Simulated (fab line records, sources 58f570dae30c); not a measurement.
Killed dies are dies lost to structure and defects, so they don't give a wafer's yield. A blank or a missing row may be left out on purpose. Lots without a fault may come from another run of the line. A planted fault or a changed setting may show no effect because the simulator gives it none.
Chamber matching | flow berkeley_cmos170 | UCB170_GATE_ETCH_15 on rie_si-02: 4 sister chambers
The step etches poly-Si in HBr/Cl2, stops on SiO2, time 56.3 s, target depth 278.2 nm. 8 wafers are shown with their chamber, then 7 later ones without.

WAFERS WITH THEIR CHAMBER
wafer  | chamber | throttle_valve_pct (%) | oes_product_au (a.u.)
L490.4 | 3       | 26.34                  | 0.808
L489.2 | 3       | 26.34                  | 0.813
L489.3 | 2       | 26.24                  | 0.817
L489.4 | 0       | 26.76                  | 0.819
L495.1 | 0       | 26.75                  | 0.827
L495.5 | 1       | 26.41                  | 0.855
L501.1 | 2       | 26.25                  | 0.817
L501.2 | 1       | 26.43                  | 0.859

WAFERS WITHOUT THEIR CHAMBER
wafer  | throttle_valve_pct (%) | oes_product_au (a.u.)
L501.6 | 26.44                  | 0.852
L502.1 | 26.76                  | 0.819
L502.2 | 26.42                  | 0.854
L502.5 | 26.77                  | 0.830
L510.1 | 26.76                  | 0.825
L510.2 | 26.43                  | 0.850
L510.3 | 26.25                  | 0.825

WHICH CHAMBER EACH WENT THROUGH
wafer  | from the rows above | in truth
L501.6 | 1                   | 1
L502.1 | 0                   | 0
L502.2 | 1                   | 1
L502.5 | 0                   | 0
L510.1 | 0                   | 0
L510.2 | 1                   | 1
L510.3 | 2                   | 2
Placed correctly: 7 of 7. Can't be placed from these rows: 0. Placed wrongly: 0.
How it was worked out, from the rows above alone: a wafer's distance from a chamber is the root of the sum, over the readings, of the square of ((its reading less the chamber's mean) divided by the reading's scatter). The wafer belongs to the nearest chamber; if the next one is less than 2 further off, it can't be placed. A chamber's mean is the mean of its shown wafers. The scatter: the root of (the sum of the squares of (reading less its chamber's mean) over the shown wafers, divided by (wafers less chambers)).
